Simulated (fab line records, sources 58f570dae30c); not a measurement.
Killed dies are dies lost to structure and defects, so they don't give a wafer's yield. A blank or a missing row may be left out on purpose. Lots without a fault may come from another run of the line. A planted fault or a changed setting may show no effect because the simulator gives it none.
fab line records | flow berkeley_cmos170
record lots=5 wafers=23
route steps=331 shown M1@238 V1@264 M2@276 V2@299
start_h: hours from the record's first day to the start of the lot's first wafer shown | wait_h: hours since the lot's step before | " the same as in the row above | L1.1+2: a row that stands for several wafers | - no value, or no start given | * or withheld: withheld | < > ~ a bound
route shown NAME@n: a module of which the file shows steps, and the number in the route of the first | usual: mean/standard deviation of fault-free wafers | same: alike in all rows | chamber/n: place in a boat | sites: the reading at each site | _std_site: their standard deviation | _edge_site: outer sites' mean less inner sites' | radius_mm: how far each site lies from the wafer's centre | mask NAME#n: copy n | behind: the tool/chamber that last shaped the wafer | hold: why the lot was held/for how many hours/how that ended | device: the transistor (n, p or np) that didn't switch | end of line: the same wafers' tests at the end of the route | a step without rows: its recipe alone | killed: dies lost to structure and defects at the first sort, not the wafer's yield | map: a wafer's dies, x killed, . not, _ none there
set.NAME: the setting as run; set.NAME@STEP: as run at that earlier step | model.NAME: the simulator's own value behind a step, which no gauge read
lots whose settings were changed on purpose; a table a step, a row a wafer
## steps
# step UCB170_M1_SPUTTER_00
# recipe material=Al target_thk_nm=600 time_s=80 power_w=6000 chamber_pressure_pa=0.5
# columns lot.wafer tool chamber start_h wait_h set.power_w model.Al_of_M1_SPUTTER_00.thk_nm
L076.1 pvd_sputter-01 - 177.30 0.0 6000 595.7
L076.2 " - " " 6000 590.6
L076.4 " - " " 6654 661.2
L076.5 " - " " 6000 594.5
L076.6 " - " " 6654 654.8
L078.1 pvd_sputter-02 - 197.27 0.0 6000 596.4
L078.3 " - " " 6000 590.4
L078.5 " - " " 6000 587.2
L080.1 pvd_sputter-02 - 210.47 0.0 6000 595.1
L080.2 " - " " 6000 598.9
L080.3 " - " " 6577 649.8
L080.4 " - " " 6000 599.7
L080.5 " - " " 6577 651.3
L084.1 pvd_sputter-01 - 230.63 0.0 6527 656.6
L084.2 " - " " 6000 604
L084.4 " - " " 6527 656.4
L084.5 " - " " 6527 657.8
L084.6 " - " " 6000 602.4
L082.1 pvd_sputter-02 - 230.87 0.0 6000 590.3
L082.2 " - " " 6000 599.9
L082.4 " - " " 6000 595.2
L082.5 " - " " 6000 599.2
L082.6 " - " " 6000 592.7
# step UCB170_M1_RS_MEAS_01
# recipe thk_meas_gauge=four-point-probe reads=Al_of_M1_SPUTTER_00
# usual M1_AL_RS=0.0485/0.00045
# columns lot.wafer tool chamber start_h wait_h set.power_w@M1_SPUTTER_00 M1_AL_RS[ohm/sq]
L076.1 film_metro-02 - 177.36 0.0 6000 0.0488
L076.2 " - " " 6000 0.0492
L076.4 " - " " 6654 0.0439
L076.5 " - " " 6000 0.0488
L076.6 " - " " 6654 0.0443
L078.1 film_metro-03 - 197.34 0.0 6000 0.0489
L078.3 " - " " 6000 0.0493
L078.5 " - " " 6000 0.0497
L080.1 film_metro-02 - 210.54 0.0 6000 0.0489
L080.2 " - " " 6000 0.0485
L080.3 " - " " 6577 0.0447
L080.4 " - " " 6000 0.0485
L080.5 " - " " 6577 0.0446
L084.1 film_metro-03 - 230.69 0.0 6527 0.0444
L084.2 " - " " 6000 0.0482
L084.4 " - " " 6527 0.0443
L084.5 " - " " 6527 0.0443
L084.6 " - " " 6000 0.0484
L082.1 film_metro-04 - 230.94 0.0 6000 0.0493
L082.2 " - " " 6000 0.0484
L082.4 " - " " 6000 0.0489
L082.5 " - " " 6000 0.0486
L082.6 " - " " 6000 0.0492
# step UCB170_M1_THK_MEAS_02
# recipe thk_meas_gauge=xrf reads=Al_of_M1_SPUTTER_00
# usual M1_AL_THK=594/6
# columns lot.wafer tool chamber start_h wait_h set.power_w@M1_SPUTTER_00 M1_AL_THK[nm]
L076.1 film_metro-02 - 177.48 0.1 6000 589
L076.2 " - " " 6000 584
L076.4 " - " " 6654 654
L076.5 " - " " 6000 586
L076.6 " - " " 6654 649
L078.1 film_metro-03 - 197.46 0.1 6000 591
L078.3 " - " " 6000 583
L078.5 " - " " 6000 580
L080.1 film_metro-02 - 210.66 0.1 6000 591
L080.2 " - " " 6000 593
L080.3 " - " " 6577 644
L080.4 " - " " 6000 593
L080.5 " - " " 6577 648
L084.1 film_metro-03 - 230.81 0.1 6527 648
L084.2 " - " " 6000 596
L084.4 " - " " 6527 647
L084.5 " - " " 6527 646
L084.6 " - " " 6000 596
L082.1 film_metro-04 - 231.06 0.1 6000 591
L082.2 " - " " 6000 597
L082.4 " - " " 6000 592
L082.5 " - " " 6000 599
L082.6 " - " " 6000 590
# step UCB170_M1_EXPOSE_06
# recipe mask_id=METAL1 target_cd_nm=700 na=0.5 sigma_outer=0.6 source_shape=conventional dose_mj=21
# columns lot.wafer tool chamber start_h wait_h mask set.dose_mj
L076.1+5+6 krf_scanner-01 0 177.99 - METAL1#0 21
L076.2+4 " 0 " " METAL1#0 20.59
L078.1+3+5 krf_scanner-01 0 198.16 - METAL1#0 21
L080.1+4+5 krf_scanner-01 0 211.29 - METAL1#0 19.55
L080.2+3 " 0 " " METAL1#0 21
L084.1+6 krf_scanner-01 0 231.45 - METAL1#0 21
L084.2+4+5 " 0 " " METAL1#0 22.4
L082.1+5 krf_scanner-02 0 232.05 - METAL1#0 21.68
L082.2+4+6 " 0 " " METAL1#0 21
# step UCB170_M1_PEB_07
# recipe peb_temp_c=130 peb_time_s=withheld resist=KrF
# step UCB170_M1_DEVELOP_08
# recipe developer=TMAH develop_time_s=45 resist=KrF dev_temp_c=21
# step UCB170_M1_CD_MEAS_09
# recipe target_cd_nm=700
# usual cd_nm=699.7/1.7
# columns lot.wafer tool chamber start_h wait_h set.dose_mj@M1_EXPOSE_06 cd_nm
L076.1 cd_sem-01 - 178.39 - 21 699.7
L076.2 " - " " 20.59 703.3
L076.4 " - " " 20.59 703.2
L076.5 " - " " 21 700.5
L076.6 " - " " 21 701.6
L078.1 cd_sem-01 - 198.62 - 21 700.6
L078.3 " - " " 21 700.8
L078.5 " - " " 21 698.7
L080.1 cd_sem-02 - 211.68 - 19.55 713.2
L080.2 " - " " 21 702.1
L080.3 " - " " 21 701.3
L080.4 " - " " 19.55 714.3
L080.5 " - " " 19.55 713.9
L084.1 cd_sem-02 - 232.17 - 21 701.2
L084.2 " - " " 22.4 688.8
L084.4 " - " " 22.4 691.1
L084.5 " - " " 22.4 689.9
L084.6 " - " " 21 700.3
L082.1 cd_sem-02 - 232.44 - 21.68 693.6
L082.2 " - " " 21 700.8
L082.4 " - " " 21 698.5
L082.5 " - " " 21.68 693.9
L082.6 " - " " 21 698.9
# step UCB170_M1_ETCH_11
# recipe chemistry=N2/H2 target_depth_a=withheld overetch_a=withheld target=BARC time_s=withheld source_w=500 bias_w=100 pressure_mtorr=30 n2_flow_sccm=100 h2_flow_sccm=200
# columns lot.wafer tool chamber start_h wait_h set.dose_mj@M1_EXPOSE_06 model.M1.cd_nm
L076.1 rie_diel-03 3 178.54 0.0 21 699.1
L076.2+4 " 1,2 " " 20.59 702.8
L076.5 " 2 " " 21 699.7
L076.6 " 1 " " 21 700.8
L078.1 rie_diel-03 2 198.78 0.0 21 700.4
L078.3 " 1 " " 21 701.5
L078.5 " 2 " " 21 699.1
L080.1 rie_diel-01 0 211.84 0.0 19.55 712.4
L080.2 " 1 " " 21 702.2
L080.3 " 3 " " 21 701.6
L080.4 " 2 " " 19.55 714.2
L080.5 " 3 " " 19.55 713.9
L084.1 rie_diel-04 1 232.32 0.0 21 702
L084.2 " 2 " " 22.4 688.6
L084.4 " 3 " " 22.4 691
L084.5 " 1 " " 22.4 690.1
L084.6 " 2 " " 21 700.5
L082.1 rie_diel-03 2 232.59 0.0 21.68 693.5
L082.2 " 1 " " 21 700.7
L082.4 " 3 " " 21 698.5
L082.5 " 2 " " 21.68 693.4
L082.6 " 3 " " 21 698.2
# step UCB170_M1_METAL_ETCH_12
# recipe chemistry=Cl2/BCl3 target=Al stop_on=PSG pressure_mtorr=12 target_depth_a=7800 over_etch_frac=0.3 time_s=130 icp_w=600 bias_w=120 Cl2_flow_sccm=90 bcl3_flow_sccm=45
# usual oes_product_au=0.853/0.019
# columns lot.wafer tool chamber start_h wait_h set.over_etch_frac set.power_w@M1_SPUTTER_00 set.dose_mj@M1_EXPOSE_06 oes_product_au model.KrF_of_M1_COAT_04.thk_nm model.M1.cd_nm
L076.1 rie_metal-03 0 178.58 - 0.3 6000 21 0.854 441.1 699.7
L076.2 " 1 " " 0.3 6000 20.59 0.821 449.4 704.4
L076.4 " 0 " " 0.3 6654 20.59 0.915 - 703.4
L076.5 " 1 " " 0.3 6000 21 0.826 445.5 701.1
L076.6 " 0 " " 0.3 6654 21 0.909 - 701.1
L078.1 rie_metal-03 0 198.82 - 0.3 6000 21 0.857 433.9 699.1
L078.3 " 0 " " 0.3 6000 21 0.849 434.6 703.9
L078.5 " 0 " " 0.3 6000 21 0.854 432.1 698.1
L080.1 rie_metal-02 0 211.88 - 0.2352 6000 19.55 0.900 454.8 713
L080.2 " 1 " " 0.2352 6000 21 0.887 438.4 704.7
L080.3 " 0 " " 0.3 6577 21 0.912 - 701.3
L080.4 " 1 " " 0.3 6000 19.55 0.859 413.8 714.4
L080.5 " 1 " " 0.2352 6577 19.55 0.937 - 715.9
L084.1 rie_metal-04 0 232.36 - 0.3 6527 21 0.920 - 699.3
L084.2 " 1 " " 0.3 6000 22.4 0.835 425.9 688.3
L084.4 " 0 " " 0.269 6527 22.4 0.932 - 688.2
L084.5 " 0 " " 0.269 6527 22.4 0.930 - 690
L084.6 " 1 " " 0.269 6000 21 0.849 435.2 700.4
L082.1 rie_metal-03 1 232.64 - 0.3 6000 21.68 0.820 441.4 693.6
L082.2 " 0 " " 0.3601 6000 21 0.832 417.3 698
L082.4 " 1 " " 0.3 6000 21 0.823 439.2 699.2
L082.5 " 1 " " 0.3601 6000 21.68 0.798 419.8 692.1
L082.6 " 0 " " 0.3 6000 21 0.862 438.7 695.9
# step UCB170_M1_STRIP_13
# recipe chemistry=O2 power_w=400 pressure_mtorr=3500 platen_temp_c=withheld o2_flow_sccm=400 overash_fraction=0.5
# step UCB170_M1_CD_MEAS_90
# recipe target_cd_nm=700
# usual cd_nm=699.7/2.3
# columns lot.wafer tool chamber start_h wait_h set.dose_mj@M1_EXPOSE_06 cd_nm
L076.1 cd_sem-01 - 178.82 0.1 21 699.7
L076.2 " - " " 20.59 704.3
L076.4 " - " " 20.59 703.2
L076.5 " - " " 21 701.2
L076.6 " - " " 21 700.9
L078.1 cd_sem-02 - 199.05 0.1 21 699.0
L078.3 " - " " 21 704.0
L078.5 " - " " 21 698.0
L080.1 cd_sem-02 - 212.12 0.1 19.55 713.1
L080.2 " - " " 21 704.3
L080.3 " - " " 21 701.6
L080.4 " - " " 19.55 714.2
L080.5 " - " " 19.55 715.9
L084.1 cd_sem-02 - 232.80 0.3 21 699.3
L084.2 " - " " 22.4 688.3
L084.4 " - " " 22.4 688.4
L084.5 " - " " 22.4 690.0
L084.6 " - " " 21 700.5
L082.1 cd_sem-02 - 233.04 0.2 21.68 693.8
L082.2 " - " " 21 698.1
L082.4 " - " " 21 699.3
L082.5 " - " " 21.68 692.0
L082.6 " - " " 21 696.2
# step UCB170_V1_PEB_10
# recipe peb_temp_c=130 peb_time_s=withheld resist=KrF
# columns lot.wafer tool chamber start_h wait_h set.peb_temp_c
L076.1+2+4 litho_track-02 0 182.71 0.1 130
L076.5+6 " 0 " " 133.7
L078.1+3+5 litho_track-04 0 203.89 0.4 130
L080.1+2 litho_track-04 0 219.54 0.1 130
L080.3+4+5 " 0 " " 126.7
L084.1+2+4 litho_track-04 0 239.13 0.6 131
L084.5+6 " 0 " " 130
L082.1+2+4 litho_track-04 0 239.40 0.8 132.8
L082.5+6 " 0 " " 130
# step UCB170_V1_DEVELOP_11
# recipe developer=TMAH develop_time_s=45 resist=KrF dev_temp_c=21
# step UCB170_V1_CD_MEAS_12
# recipe target_cd_nm=700
# usual cd_nm=699.6/1.2
# columns lot.wafer tool chamber start_h wait_h set.peb_temp_c@V1_PEB_10 cd_nm
L076.1 cd_sem-02 - 182.98 - 130 701.8
L076.2 " - " " 130 701.3
L076.4 " - " " 130 700.0
L076.5 " - " " 133.7 722.1
L076.6 " - " " 133.7 722.0
L078.1 cd_sem-02 - 204.17 - 130 701.5
L078.3 " - " " 130 700.5
L078.5 " - " " 130 700.6
L080.1 cd_sem-01 - 219.82 - 130 699.5
L080.2 " - " " 130 699.2
L080.3 " - " " 126.7 673.8
L080.4 " - " " 126.7 673.5
L080.5 " - " " 126.7 674.2
L084.1 cd_sem-02 - 239.40 - 131 706.0
L084.2 " - " " 131 706.8
L084.4 " - " " 131 705.9
L084.5 " - " " 130 700.0
L084.6 " - " " 130 699.4
L082.1 cd_sem-02 - 239.68 - 132.8 715.0
L082.2 " - " " 132.8 715.7
L082.4 " - " " 132.8 714.7
L082.5 " - " " 130 699.3
L082.6 " - " " 130 699.5
# step UCB170_V1_ETCH_14
# recipe chemistry=CHF3/CF4/Ar target=SiO2 stop_on=Al CHF3_flow_sccm=45 cf4_flow_sccm=15 Ar_flow_sccm=150 pressure_mtorr=200 rf_w=700 target_depth_a=12500 over_etch_frac=0.25 time_s=291
# columns lot.wafer tool chamber start_h wait_h set.peb_temp_c@V1_PEB_10 model.V1.cd_nm
L076.1 rie_diel-01 0 183.14 0.0 130 700.9
L076.2 " 2 " " 130 701.4
L076.4 " 0 " " 130 699.7
L076.5 " 1 " " 133.7 721.9
L076.6 " 2 " " 133.7 721.7
L078.1 rie_diel-03 3 204.32 0.0 130 701.1
L078.3 " 0 " " 130 700.5
L078.5 " 0 " " 130 700.4
L080.1 rie_diel-03 2 219.97 0.0 130 699.4
L080.2 " 1 " " 130 699.5
L080.3 " 3 " " 126.7 674.1
L080.4 " 0 " " 126.7 674.3
L080.5 " 3 " " 126.7 675
L084.1 rie_diel-02 0 239.56 0.0 131 705.1
L084.2 " 1 " " 131 706.6
L084.4 " 2 " " 131 706.2
L084.5 " 2 " " 130 700
L084.6 " 1 " " 130 699.6
L082.1 rie_diel-03 1 239.83 0.0 132.8 714.9
L082.2 " 3 " " 132.8 715.6
L082.4 " 2 " " 132.8 714.5
L082.5 " 3 " " 130 699.8
L082.6 " 0 " " 130 700
# step UCB170_V1_STRIP_15
# recipe chemistry=O2 power_w=400 pressure_mtorr=3500 platen_temp_c=withheld o2_flow_sccm=400 overash_fraction=0.5
# step UCB170_V1_CD_MEAS_90
# recipe target_cd_nm=700
# usual cd_nm=699.5/1.2
# columns lot.wafer tool chamber start_h wait_h set.peb_temp_c@V1_PEB_10 cd_nm
L076.1 cd_sem-01 - 183.42 0.1 130 701.0
L076.2 " - " " 130 701.3
L076.4 " - " " 130 699.4
L076.5 " - " " 133.7 722.0
L076.6 " - " " 133.7 721.6
L078.1 cd_sem-02 - 204.60 0.1 130 701.0
L078.3 " - " " 130 700.3
L078.5 " - " " 130 700.7
L080.1 cd_sem-02 - 220.25 0.1 130 699.2
L080.2 " - " " 130 699.4
L080.3 " - " " 126.7 674.1
L080.4 " - " " 126.7 673.9
L080.5 " - " " 126.7 675.0
L084.1 cd_sem-02 - 239.84 0.1 131 705.1
L084.2 " - " " 131 706.6
L084.4 " - " " 131 706.3
L084.5 " - " " 130 700.0
L084.6 " - " " 130 699.4
L082.1 cd_sem-01 - 240.19 0.1 132.8 714.8
L082.2 " - " " 132.8 715.6
L082.4 " - " " 132.8 714.5
L082.5 " - " " 130 699.9
L082.6 " - " " 130 699.9
# step UCB170_M2_COAT_05
# recipe resist=KrF spin_rpm=1500 resist_thk_nm=900
# columns lot.wafer tool chamber start_h wait_h set.spin_rpm model.KrF_of_M2_COAT_05.thk_nm
L076.1 litho_track-03 0 184.02 0.1 1610 867.7
L076.2 " 0 " " 1610 871
L076.4 " 0 " " 1500 899.1
L076.5 " 0 " " 1500 899.6
L076.6 " 0 " " 1500 897.8
L078.1 litho_track-01 0 205.41 0.1 1500 905.7
L078.3 " 0 " " 1500 901.3
L078.5 " 0 " " 1500 901.9
L080.1 litho_track-02 0 220.87 0.1 1538 892.3
L080.2 " 0 " " 1500 901.7
L080.3 " 0 " " 1500 899.9
L080.4 " 0 " " 1500 898.9
L080.5 " 0 " " 1538 885.2
L084.1 litho_track-03 0 240.45 0.1 1561 881.5
L084.2 " 0 " " 1561 883.4
L084.4 " 0 " " 1500 898.2
L084.5 " 0 " " 1561 881.2
L084.6 " 0 " " 1500 901.4
L082.1 litho_track-02 0 241.02 0.1 1453 908.6
L082.2 " 0 " " 1453 913.5
L082.4 " 0 " " 1500 897.8
L082.5 " 0 " " 1453 909.6
L082.6 " 0 " " 1500 898.4
# step UCB170_M2_SOFTBAKE_06
# recipe resist=KrF temp_c=130 time_s=60
# step UCB170_M2_STRIP_07
# recipe chemistry=O2 power_w=400 pressure_mtorr=3500 platen_temp_c=withheld o2_flow_sccm=400 overash_fraction=0.5
# usual strip_time_to_endpoint_s=21.97/0.066
# columns lot.wafer tool chamber start_h wait_h set.spin_rpm@M2_COAT_05 strip_time_to_endpoint_s
L076.1 plasma_asher-04 1 184.32 0.1 1610 21.19
L076.2 " 0 " " 1610 21.27
L076.4 " 0 " " 1500 21.96
L076.5 " 1 " " 1500 21.94
L076.6 " 0 " " 1500 21.89
L078.1 plasma_asher-02 0 205.71 0.1 1500 22.09
L078.3 " 0 " " 1500 22.00
L078.5 " 1 " " 1500 22.00
L080.1 plasma_asher-02 0 221.17 0.1 1538 21.77
L080.2 " 1 " " 1500 22.01
L080.3 " 1 " " 1500 21.97
L080.4 " 0 " " 1500 21.93
L080.5 " 1 " " 1538 21.62
L084.1 plasma_asher-01 0 240.75 0.1 1561 21.52
L084.2 " 1 " " 1561 21.57
L084.4 " 1 " " 1500 21.93
L084.5 " 0 " " 1561 21.53
L084.6 " 1 " " 1500 21.99
L082.1 plasma_asher-01 0 241.32 0.1 1453 22.16
L082.2 " 1 " " 1453 22.29
L082.4 " 0 " " 1500 21.92
L082.5 " 0 " " 1453 22.19
L082.6 " 1 " " 1500 21.92
# step UCB170_V2_COAT_07
# recipe resist=KrF spin_rpm=1500 resist_thk_nm=900
# columns lot.wafer tool chamber start_h wait_h set.spin_rpm model.KrF_of_V2_COAT_07.thk_nm
L076.1 litho_track-02 0 188.11 0.1 1500 897.6
L076.2 " 0 " " 1585 870.4
L076.4 " 0 " " 1585 873.9
L076.5 " 0 " " 1500 897.8
L076.6 " 0 " " 1500 896
L078.1 litho_track-03 0 208.77 0.1 1500 897
L078.3 " 0 " " 1500 896.6
L078.5 " 0 " " 1500 899
L080.1 litho_track-03 0 225.36 0.1 1500 899.2
L080.2 " 0 " " 1592 868.7
L080.3 " 0 " " 1592 871.6
L080.4 " 0 " " 1500 898.3
L080.5 " 0 " " 1500 898.6
L084.1 litho_track-02 0 244.35 0.1 1457 915
L084.2 " 0 " " 1457 911.4
L084.4 " 0 " " 1500 896.7
L084.5 " 0 " " 1500 897.7
L084.6 " 0 " " 1457 909.2
L082.1 litho_track-03 0 244.57 0.1 1543 886.8
L082.2 " 0 " " 1500 899.9
L082.4 " 0 " " 1500 903.9
L082.5 " 0 " " 1543 888.5
L082.6 " 0 " " 1500 896.3
# step UCB170_V2_SOFTBAKE_08
# recipe resist=KrF temp_c=130 time_s=60
# step UCB170_V2_EXPOSE_09
# recipe mask_id=VIA2 target_cd_nm=700 na=0.5 sigma_outer=0.6 source_shape=conventional dose_mj=37
# step UCB170_V2_ETCH_14
# recipe chemistry=CHF3/CF4/Ar target=SiO2 stop_on=Al CHF3_flow_sccm=45 cf4_flow_sccm=15 Ar_flow_sccm=150 pressure_mtorr=200 rf_w=700 target_depth_a=12500 over_etch_frac=0.25 time_s=291
# columns lot.wafer tool chamber start_h wait_h set.spin_rpm@V2_COAT_07 model.KrF_of_V2_COAT_07.thk_nm
L076.1 rie_diel-01 2 189.21 0.0 1500 607
L076.2 " 1 " " 1585 579.7
L076.4 " 3 " " 1585 589.4
L076.5 " 3 " " 1500 610.5
L076.6 " 2 " " 1500 604.3
L078.1+3 rie_diel-01 3,2 209.62 0.0 1500 608.6
L078.5 " 3 " " 1500 612.6
L080.1 rie_diel-04 3 226.67 0.0 1500 609.7
L080.2 " 1 " " 1592 572.8
L080.3 " 2 " " 1592 580.3
L080.4+5 " 0,2 " " 1500 605.5
L084.1 rie_diel-01 1 245.31 0.0 1457 623.6
L084.2 " 2 " " 1457 622.8
L084.4 " 0 " " 1500 608.5
L084.5 " 2 " " 1500 610.5
L084.6 " 1 " " 1457 616.3
L082.1 rie_diel-02 0 245.55 0.0 1543 599
L082.2 " 3 " " 1500 612.3
L082.4 " 1 " " 1500 614.1
L082.5 " 2 " " 1543 599.1
L082.6 " 1 " " 1500 606.6
# step UCB170_V2_STRIP_15
# recipe chemistry=O2 power_w=400 pressure_mtorr=3500 platen_temp_c=withheld o2_flow_sccm=400 overash_fraction=0.5
# usual strip_time_to_endpoint_s=15.28/0.086
# columns lot.wafer tool chamber start_h wait_h set.spin_rpm@V2_COAT_07 strip_time_to_endpoint_s
L076.1 plasma_asher-03 1 189.38 0.1 1500 15.24
L076.2 " 0 " " 1585 14.59
L076.4 " 1 " " 1585 14.83
L076.5 " 0 " " 1500 15.33
L076.6 " 1 " " 1500 15.16
L078.1 plasma_asher-04 1 209.80 0.1 1500 15.28
L078.3 " 1 " " 1500 15.28
L078.5 " 1 " " 1500 15.35
L080.1 plasma_asher-03 1 226.84 0.1 1500 15.30
L080.2 " 0 " " 1592 14.42
L080.3 " 0 " " 1592 14.61
L080.4 " 1 " " 1500 15.21
L080.5 " 0 " " 1500 15.19
L084.1 plasma_asher-03 1 245.48 0.1 1457 15.63
L084.2 " 0 " " 1457 15.62
L084.4 " 0 " " 1500 15.28
L084.5 " 1 " " 1500 15.32
L084.6 " 0 " " 1457 15.45
L082.1 plasma_asher-01 0 245.73 0.1 1543 15.06
L082.2 " 1 " " 1500 15.37
L082.4 " 1 " " 1500 15.41
L082.5 " 0 " " 1543 15.06
L082.6 " 1 " " 1500 15.21
## key
split step=UCB170_M1_SPUTTER_00 setting=power_w stated=6000 by=wafer
response step=UCB170_M1_SPUTTER_00 reading=model.Al_of_M1_SPUTTER_00.thk_nm change=+5.83 per=1% r=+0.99
response step=UCB170_M1_RS_MEAS_01 reading=M1_AL_RS change=-0.000438 per=1% r=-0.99
response step=UCB170_M1_THK_MEAS_02 reading=M1_AL_THK change=+5.81 per=1% r=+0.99
response step=UCB170_M1_METAL_ETCH_12 reading=oes_product_au change=+0.00697 per=1% r=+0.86
split step=UCB170_M1_EXPOSE_06 setting=dose_mj stated=21 by=wafer
response step=UCB170_M1_CD_MEAS_09 reading=cd_nm change=-1.68 per=1% r=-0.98
response step=UCB170_M1_ETCH_11 reading=model.M1.cd_nm change=-1.69 per=1% r=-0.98
response step=UCB170_M1_METAL_ETCH_12 reading=model.M1.cd_nm change=-1.64 per=1% r=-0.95
response step=UCB170_M1_CD_MEAS_90 reading=cd_nm change=-1.64 per=1% r=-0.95
split step=UCB170_M1_METAL_ETCH_12 setting=over_etch_frac stated=0.3 by=wafer
response step=UCB170_M1_METAL_ETCH_12 reading=model.KrF_of_M1_COAT_04.thk_nm change=-1.22 per=1% r=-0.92
split step=UCB170_V1_PEB_10 setting=peb_temp_c stated=130 by=wafer
response step=UCB170_V1_CD_MEAS_12 reading=cd_nm change=+8.27 per=1% r=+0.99
response step=UCB170_V1_ETCH_14 reading=model.V1.cd_nm change=+8.13 per=1% r=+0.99
response step=UCB170_V1_CD_MEAS_90 reading=cd_nm change=+8.14 per=1% r=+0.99
split step=UCB170_M2_COAT_05 setting=spin_rpm stated=1500 by=wafer
response step=UCB170_M2_COAT_05 reading=model.KrF_of_M2_COAT_05.thk_nm change=-4.12 per=1% r=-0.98
response step=UCB170_M2_STRIP_07 reading=strip_time_to_endpoint_s change=* per=1% r=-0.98
split step=UCB170_V2_COAT_07 setting=spin_rpm stated=1500 by=wafer
response step=UCB170_V2_COAT_07 reading=model.KrF_of_V2_COAT_07.thk_nm change=-4.58 per=1% r=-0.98
response step=UCB170_V2_ETCH_14 reading=model.KrF_of_V2_COAT_07.thk_nm change=-4.44 per=1% r=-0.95
response step=UCB170_V2_STRIP_15 reading=strip_time_to_endpoint_s change=* per=1% r=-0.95
